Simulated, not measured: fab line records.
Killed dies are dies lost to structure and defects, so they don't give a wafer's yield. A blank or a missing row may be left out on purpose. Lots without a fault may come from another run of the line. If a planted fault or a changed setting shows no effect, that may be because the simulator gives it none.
fab line records | flow berkeley-cmos170
record: lots: 5 wafers: 27
route steps=331 shown M3@327
start-h: hours from the record's opening day to when the first of the lot's shown wafers began | wait-h: how many hours have passed since the lot's step before this one | " as in the row above | L1.1+2: one row covering several wafers at once | - no value present, or no start provided | * or withheld: withheld | < > ~ a bound
route shown NAME@n: a module of which the file shows steps, and the number in the route of the first | usual: mean/standard deviation of fault-free wafers | same: alike in all rows | chamber/n: place in a boat | sites: the reading at each site | _std_site: the standard deviation of these | _edge_site: the outer-site mean with the inner-site mean subtracted | radius-mm: how far each site lies from the wafer's centre | mask NAME#n: copy n | behind: tool/chamber where the wafer was last shaped | hold: what put the lot on hold/how long, in hours/how the hold closed | device: whichever transistor did not switch (one of n, p or np) | end of line: tests run on the same wafers once the route is complete | for a step that has no rows: nothing shown but its recipe | killed: count of dies lost to structure and defects at first sort (not the wafer's yield) | map: per-die view of a wafer (x killed, . not killed, _ where there is no die)
set.NAME: the run value of the setting; set.NAME@STEP: its run value at that earlier step | model.NAME: the simulator's own value behind a step, which no gauge read
lots whose settings were changed on purpose; a table a step, a row a wafer
== steps ==
step: UCB170_M3_METAL_ETCH_18
recipe: chemistry: Cl2/BCl3 target: Al stop-on: SiO2 pressure-mtorr: 12 target-depth-a: 11700 over-etch-frac: 0.3 time-s: 195 icp-w: 600 bias-w: 120 Cl2_flow_sccm: 90 bcl3-flow-sccm: 45
columns lot.wafer tool chamber start-h wait-h set.target-depth-a
L074.1+2+3+4+5+6 rie-metal-03 0,1,1,0,1,0 174.36 - 11700
L075.1+2+6 rie-metal-02 0,1,1 174.52 - 11700
L076.1+3+4 rie-metal-03 1,0,1 184.74 - 11700
L076.2+5+6 " 0,1,0 " " 6365
L085.1+2+3+4+5+6 rie-metal-03 0,1,0,1,0,1 214.20 - 11700
L083.1+2+3+4+5+6 rie-metal-02 1,0,0,1,0,1 215.24 - 11700
step: UCB170_M3_STRIP_19
recipe: chemistry: O2 power-w: 400 pressure-mtorr: 3500 platen-temp-c: withheld o2-flow-sccm: 400 overash-fraction: 0.5
step: UCB170_M3_PROBE_99
columns lot.wafer tool chamber start-h wait-h set.target-depth-a@SPACER_ETCHBACK_03 model.etest.pldd.rs-ohm-sq
L074.1 prober-01 - 174.89 0.1 5958 3.591
L074.2 prober-01 - 174.94 0.1 5958 -
L074.3 prober-01 - 174.99 0.2 5958 3.606
L074.4+6 prober-01 - 175.04 0.2 3760 -
L074.5 prober-01 - 175.09 0.2 3760 1098
L075.1 prober-02 - 175.19 0.2 3760 1075
L075.2 prober-02 - 175.24 0.3 3760 1118
L075.6 prober-02 - 175.44 0.4 3760 1117
L076.1 prober-01 - 185.27 0.1 3760 1006
L076.2+3 prober-01 - 185.32 0.1 1962 -
L076.4 prober-01 - 185.42 0.2 3760 -
L076.5 prober-01 - 185.47 0.2 1962 1122
L085.1+3+4+5 prober-02 - 214.73 0.1 3760 -
L085.2 prober-02 - 214.78 0.1 3760 1106
L083.1 prober-01 - 215.76 0.1 3760 1111
L083.3 prober-01 - 215.86 0.2 3760 1102
L083.6 prober-01 - 216.01 0.2 3760 1118
killed by level:class
L075.1 GATE:geometric-particle:short=2 GATE:geometric-particle:open=1 SPACER:geometric-particle:short=1 CONTACT:geometric-particle:open=1
L075.2 FIELD:geometric-particle:open=1 SACOX:geometric-particle:short=1 SILICIDE:geometric-particle:short=1 M1:geometric-particle:short=1 V1:geometric-particle:open=1 M2:geometric-particle:short=1 M3:geometric-particle:open=1 ACTIVE:area-etch=1
L075.6 ACTIVE:area-etch=3 SACOX:geometric-particle:open=1 SCREENOX:geometric-particle:open=1 V1:geometric-particle:short=1
== key ==
split: step: UCB170_M3_METAL_ETCH_18 setting: target-depth-a stated: 11700 by: wafer
response none clear
split outside-this-file step=UCB170_SPACER_ETCHBACK_03 setting=target-depth-a
split outside-this-file: this setting was split too, and the file shows its column; the key of that split is in another file
